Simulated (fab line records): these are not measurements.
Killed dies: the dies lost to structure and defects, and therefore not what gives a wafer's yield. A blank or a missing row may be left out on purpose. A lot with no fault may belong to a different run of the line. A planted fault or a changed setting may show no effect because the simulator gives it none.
A lot that was struck, set against a sound lot	flow rit-cmos	19 out of 202 route steps
Sound: these wafers, L559.1, L559.3, L559.5. Wafers struck: L564.2, L564.3, L564.6. The cause comes at the end.
Order at every step that has rows: each side's tool, ch and its chambers, its first start. Under that, the readings that differ: sound wafers	struck wafers	difference of the means	sigmas: that difference in standard deviations of wafers without a fault.
alike: a reading whose means differ by less than 2 such deviations, as well as words and numbers matching on both sides. not compared: withheld readings; readings where some wafer has no value; bounds like >300 that might hide an equal value; numbers whose values overlap and for which the record gives no deviation.
Wherever a step has rows on one side only, a row that says differs or no value, or a row with sigmas, the two part there. Non-overlapping numbers with no deviation appear without sigmas and do not part them. A reading that every wafer of one side lacks parts them only if that side has two wafers or more.

RIT_ACTIVE_BOW_MEAS_00:
  sound on film-metro-04, day 2 16:00; struck on film-metro-04, day 3 17:01
  alike: INCOMING_BOW
then, 1 step without rows for these wafers: RIT_ACTIVE_OXIDATION_01 (target thk 46.8 nm, ox time 3360 s).
RIT_ACTIVE_THK_MEAS_02:
  sound on film-metro-02, day 2 18:03; struck on film-metro-03, day 3 19:04
  alike: ACTIVE_OXIDE_THK
RIT_ACTIVE_CVD_03: deposits Si3N4 from SiH2Cl2/NH3, target thk 150 nm, time 1500 s.
  sound on lpcvd-02 ch 1, day 2 18:07; struck on lpcvd-02 ch 0, day 3 19:07
reading	sound	struck	difference	sigmas
zone-power-centre-pct (%)	44.9 43.6 44.2	36.5 35.9 36.2	-8.0	-3
model.Si3N4_of_ACTIVE_CVD_03.thk-nm (nm)	150.9 150.3 150.9	230.4 230.7 229.8	+79.6	
RIT_ACTIVE_THK_MEAS_04:
  sound on film-metro-03, day 2 19:32; struck on film-metro-04, day 3 20:32
reading	sound	struck	difference	sigmas
ACTIVE_NITRIDE_THK (nm)	150.7 150.4 150.9	230.2 230.7 229.7	+79.5	+66
then, 6 steps without rows for these wafers: RIT_ACTIVE_HMDS_05 (prime time 60 s); RIT_ACTIVE_COAT_06 (resist thk 1000 nm); RIT_ACTIVE_SOFTBAKE_07 (time 60 s); RIT_ACTIVE_EXPOSE_08 (exposes mask M1, target cd 1400 nm); RIT_ACTIVE_PEB_09; RIT_ACTIVE_DEVELOP_10 (develop time 50 s).
RIT_ACTIVE_CD_MEAS_11: target cd 1400 nm.
  sound on cd-sem-02, day 2 20:36; struck on cd-sem-02, day 3 21:35
  alike: cd-nm
then, 1 step without rows for these wafers: RIT_ACTIVE_HARDBAKE_12 (time 60 s).
RIT_ACTIVE_ETCH_13: etches Si3N4 in SF6, stops on SiO2, time 210 s, target depth 210 nm.
  sound on rie-diel-02 ch 0,2, day 2 20:53; struck on rie-diel-01 ch 1,3, day 3 21:55
reading	sound	struck	difference	sigmas
oes-product-au (a.u.)	0.823 0.836 0.816	0.952 0.973 0.957	+0.136	+12
model.etch.depth-nm (nm)	150.9 150.3 150.9	201.3 207.4 203	+53.2	
model.ACTIVE.feature-depth-nm (nm)	152.6 150.3 152.6	201.3 207.4 203	+52.1	
  alike: drypump-motor-current-A, throttle-valve-pct
  not compared: rf-hours-counter-h
RIT_ACTIVE_STRIP_14: strips in O2, time 180 s.
  sound on plasma-asher-02 ch 0,1, day 2 21:01; struck on plasma-asher-02 ch 0,1, day 3 22:04
  alike: drypump-motor-current-A
  not compared: rf-hours-counter-h
RIT_ACTIVE_CD_MEAS_90: target cd 1400 nm.
  sound on cd-sem-02, day 2 21:12; struck on cd-sem-02, day 3 22:15
  alike: cd-nm
then, 1 step without rows for these wafers: RIT_ACTIVE_CLEAN_15 (cleans in SC1, time 600 s).
RIT_ACTIVE_CLEAN_16: cleans in dHF, time 30 s.
  sound on wet-bench-03 ch 1, day 2 21:29; struck on wet-bench-02 ch 2, day 3 22:32
reading	sound	struck	difference	sigmas
model.Si3N4_of_ACTIVE_CVD_03.thk-nm (nm)	150.1 149.4 150	229.6 229.9 229	+79.7	
then, 1 step without rows for these wafers: RIT_ACTIVE_CLEAN_17 (cleans in SC2, time 600 s).

WHERE THEY PART
Last at RIT_ACTIVE_ETCH_13 as far as this record goes, first at RIT_ACTIVE_CVD_03. Later steps at which nothing parts them and some readings are alike: RIT_ACTIVE_STRIP_14, RIT_ACTIVE_CD_MEAS_90.

WHY: the cause the simulator had injected
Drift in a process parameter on lpcvd-02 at RIT_ACTIVE_CVD_03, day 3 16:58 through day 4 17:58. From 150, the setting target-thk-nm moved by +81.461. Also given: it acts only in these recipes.
